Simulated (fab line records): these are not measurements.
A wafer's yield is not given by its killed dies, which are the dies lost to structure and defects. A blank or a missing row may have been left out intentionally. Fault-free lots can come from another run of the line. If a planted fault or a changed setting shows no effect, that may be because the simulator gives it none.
Comparing a struck lot with a sound one + flow rit cmos + 17 steps out of a route of 202
Sound: these wafers, L635.1, L635.2, L635.6. Struck: wafers L624.3, L624.4, L624.6. The cause is named last.
Per side, at each step with rows, come the tool, then ch with its chambers, and then its first start. Under that, the readings that differ: sound wafers + struck wafers + difference of the means + sigmas: that difference in standard deviations of wafers without a fault.
alike: a reading whose means differ by less than 2 such deviations, as well as words and numbers matching on both sides. not compared: withheld readings; readings where some wafer has no value; bounds like >300 that might hide an equal value; numbers whose values overlap and for which the record gives no deviation.
Wherever a step has rows on one side only, a row that says differs or no value, or a row with sigmas, the two part there. Non-overlapping numbers with no deviation appear without sigmas and do not part them. A reading that every wafer of one side lacks parts them only if that side has two wafers or more.

first, 1 step without rows for these wafers: RIT_PRETRO_DEVELOP_05 (develop time 68 s).
RIT_PRETRO_OVL_MEAS_06:
  sound on overlay-01, day 5 06:25; struck on overlay-01, day 2 21:41
  alike: PRETRO_OVL
then, 2 steps without rows for these wafers: RIT_PRETRO_HARDBAKE_07 (time 120 s); RIT_PRETRO_IMPLANT_08.
RIT_PRETRO_STRIP_09: strips in O2, time 180 s.
  sound on plasma asher-02 ch 0,1, day 5 06:51; struck on plasma asher-04 ch 0,1, day 2 22:10
  alike: drypump motor current A
  not compared: rf hours counter h
RIT_PRETRO_TW_MEAS_10:
  sound on film metro-01, day 5 07:02; struck on film metro-02, day 2 22:18
  alike: PRETRO_TW
then, 5 steps without rows for these wafers: RIT_GATE_WET_ETCH_00 (etches SiO2 in BOE, target depth 56 nm, time 60 s); RIT_GATE_CLEAN_01 (cleans in SC1, time 600 s); RIT_GATE_CLEAN_02 (cleans in dHF, time 30 s); RIT_GATE_CLEAN_03 (cleans in SC2, time 600 s); RIT_GATE_CLEAN_04 (cleans in dHF, time 60 s).
RIT_FOX2_THK_MEAS_91:
  sound on film metro-03, day 5 07:30; struck on film metro-04, day 2 22:47
  alike: FIELD_OXIDE_LEFT_2_THK
RIT_GATE_OXIDATION_05: target thk 3 nm, ox time 270 s.
  sound on furnace-03 ch 0, day 5 07:34; struck on furnace-03 ch 0, day 3 00:09
  alike: tube_center_temp_C_max, zone power centre pct
then, 1 step without rows for these wafers: RIT_GATE_ANNEAL_06 (time 600 s).
RIT_GATE_THK_MEAS_07:
  sound on film metro-03, day 5 08:53; struck on film metro-02, day 3 01:43
| reading             | sound          | struck         | difference | sigmas |
|---------------------|----------------|----------------|------------|--------|
| GATE_OXIDE_THK (nm) | 3.04 3.16 3.05 | 5.20 5.21 5.20 | +2.12      | +31    |
then, 1 step without rows for these wafers: RIT_GATE_CVD_08 (deposits poly-Si from SiH4, target thk 250 nm, time 2220 s).
RIT_M1_PROBE_99:
  sound on prober-01, day 6 08:45; struck on prober-01, day 4 08:54
  alike: killed at contacts, killed at front end, killed dies, killed open, killed short

== WHERE THEY PART ==
Only at RIT_GATE_THK_MEAS_07, within this record. Later steps at which nothing parts them and some readings are alike: RIT_M1_PROBE_99.

WHY: the cause the simulator had injected
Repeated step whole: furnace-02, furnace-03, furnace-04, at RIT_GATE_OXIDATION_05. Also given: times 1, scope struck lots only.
